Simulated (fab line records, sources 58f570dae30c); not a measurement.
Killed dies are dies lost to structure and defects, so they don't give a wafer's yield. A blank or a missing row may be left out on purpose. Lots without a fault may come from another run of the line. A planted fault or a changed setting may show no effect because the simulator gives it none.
Which tool did it? | flow berkeley_cmos170 | 7 lots, 21 wafers sampled, at 2 steps of a route of 331

WHAT THE GAUGES READ, wafer by wafer
UCB170_NSD_CD_MEAS_06: target cd 1200 nm.
lot  | measured     | on        | cd_nm (nm)
L514 | day 8 16:05  | cd_sem-02 | 1199.6 1198.8 1199.9
L519 | day 8 16:38  | cd_sem-01 | 1199.9 1199.8 1199.8
L520 | day 9 06:29  | cd_sem-01 | 1200.2 1199.4 1198.9
L522 | day 10 02:26 | cd_sem-02 | 1199.3 1199.3 1200.1
L526 | day 10 14:05 | cd_sem-01 | 1201.6 1199.7 1200.9
L527 | day 10 14:16 | cd_sem-01 | 1200.6 1198.8 1198.8
L534 | day 13 02:26 | cd_sem-02 | 1192.8 1193.6 1193.1

WHICH TOOL RAN EACH LOT (tool, then ch and the chambers of the sampled wafers, then the start)
lot  | UCB170_NSD_COAT_01
L514 | litho_track-02 ch 0, day 8 14:52
L519 | litho_track-03 ch 0, day 8 15:45
L520 | litho_track-02 ch 0, day 9 05:46
L522 | litho_track-03 ch 0, day 10 01:19
L526 | litho_track-02 ch 0, day 10 12:49
L527 | litho_track-02 ch 0, day 10 13:20
L534 | litho_track-02 ch 0, day 13 01:37
- UCB170_NSD_COAT_01: resist thk 900 nm.

THE ANSWER, worked out from the rows above alone
Rule: what is usual is taken from the lots themselves. Put in order of their means at a reading, lots are off if they are a third of the lots or fewer, leave a main group of 4 or more, and stand apart from it by a gap of 3 or more times the standard deviation of the main group's means; of several such gaps the widest counts. A main group whose means are all the same, to the digits that the tables above print for the reading, isn't used. A lot without any number at a reading at which 4 lots or more have one is off too. The other lots that the step has rows for count as sound.
Off: L534, at UCB170_NSD_CD_MEAS_06 (cd_nm). The main group: mean 1199.7 nm, standard deviation 0.46.
A tool fits if, at a process step before that reading, it ran every lot that is off, and no sound lot after the first of them. The gauges at UCB170_NSD_CD_MEAS_06 are tried like those tools. Can't be told from this: 2 tools fit, litho_track-02 at UCB170_NSD_COAT_01, cd_sem-02 at UCB170_NSD_CD_MEAS_06.

WHAT THE SIMULATOR HAD PUT IN
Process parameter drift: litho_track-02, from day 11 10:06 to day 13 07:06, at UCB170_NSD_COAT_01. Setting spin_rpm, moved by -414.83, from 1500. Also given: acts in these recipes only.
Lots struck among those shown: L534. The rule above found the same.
